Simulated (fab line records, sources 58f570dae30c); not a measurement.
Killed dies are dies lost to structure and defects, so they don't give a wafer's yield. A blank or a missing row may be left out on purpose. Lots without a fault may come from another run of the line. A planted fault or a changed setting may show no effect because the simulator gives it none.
One fault seen from 2 desks | flow berkeley_cmos170 | each desk has only its own numbers; what lay behind them comes last

THE METROLOGY DESK
What the gauges read, lot by lot, whatever tool the lot ran on: means of the sampled wafers that have a number. A lot is out of limits, marked OUT, if its mean lies more than 4 standard deviations from the usual mean; the brackets give that distance.
Columns: A = FIELD_OXIDE_THK at UCB170_FIELD_THK_MEAS_02, usual 557 nm; B = PSD_TW at UCB170_PSD_TW_MEAS_10, usual 2336; C = SILICIDE_TI_RS at UCB170_SILICIDE_RS_MEAS_02, usual 26.0 ohm/sq
lot  | first seen here | A   | B    | C
L404 | day 4 12:23     | 564 | 2356 | 26.0
L407 | day 5 11:34     | 559 | 2340 | 26.2
L408 | day 5 11:34     | 558 | 2327 | 26.0
L409 | day 6 00:52     | 550 | 2333 | 26.1
L411 | day 6 08:16     | 552 | 2344 | 26.2
L414 | day 6 18:04     | 571 | 2327 | 25.5
L412 | day 6 18:06     | 581 | 2344 | 25.7
L413 | day 6 18:08     | 594 | 2343 | 26.1
L416 | day 7 12:23     | 557 | 2340 | 25.4
L417 | day 7 20:32     | 548 | 2341 | 26.3
L418 | day 7 20:33     | 560 | 2347 | 25.9
L423 | day 8 16:47     | 556 | 2310 | 25.8
L424 | day 9 00:20     | 551 | 2318 | 26.1
This desk's finding: nothing out of limits on any of the 13 lots.

THE TOOL OWNER'S DESK: wet_bench-04
The tool's own readings at UCB170_NWELL_WET_ETCH_19 (etches SiO2 in BOE, time 22 s): means of the sampled wafers that have a number, for each lot that ran on this tool. A lot is out of limits, marked OUT, if its mean lies more than 4 standard deviations from the usual mean; the brackets give that distance.
Columns: A = bath_heat_duty_pct at UCB170_NWELL_WET_ETCH_19, usual 6.1 %
lot  | first seen here | A
L408 | day 3 05:11     | 6.1
L411 | day 4 01:15     | 4.5
L413 | day 4 14:43     | 6.1
L416 | day 5 03:22     | 7.1
L424 | day 6 23:36     | 6.2
This desk's finding: nothing out of limits on any of the 5 lots.

PUT TOGETHER
The metrology desk saw nothing out of limits.
The tool owner's desk saw nothing out of limits.

WHAT THE SIMULATOR HAD PUT IN
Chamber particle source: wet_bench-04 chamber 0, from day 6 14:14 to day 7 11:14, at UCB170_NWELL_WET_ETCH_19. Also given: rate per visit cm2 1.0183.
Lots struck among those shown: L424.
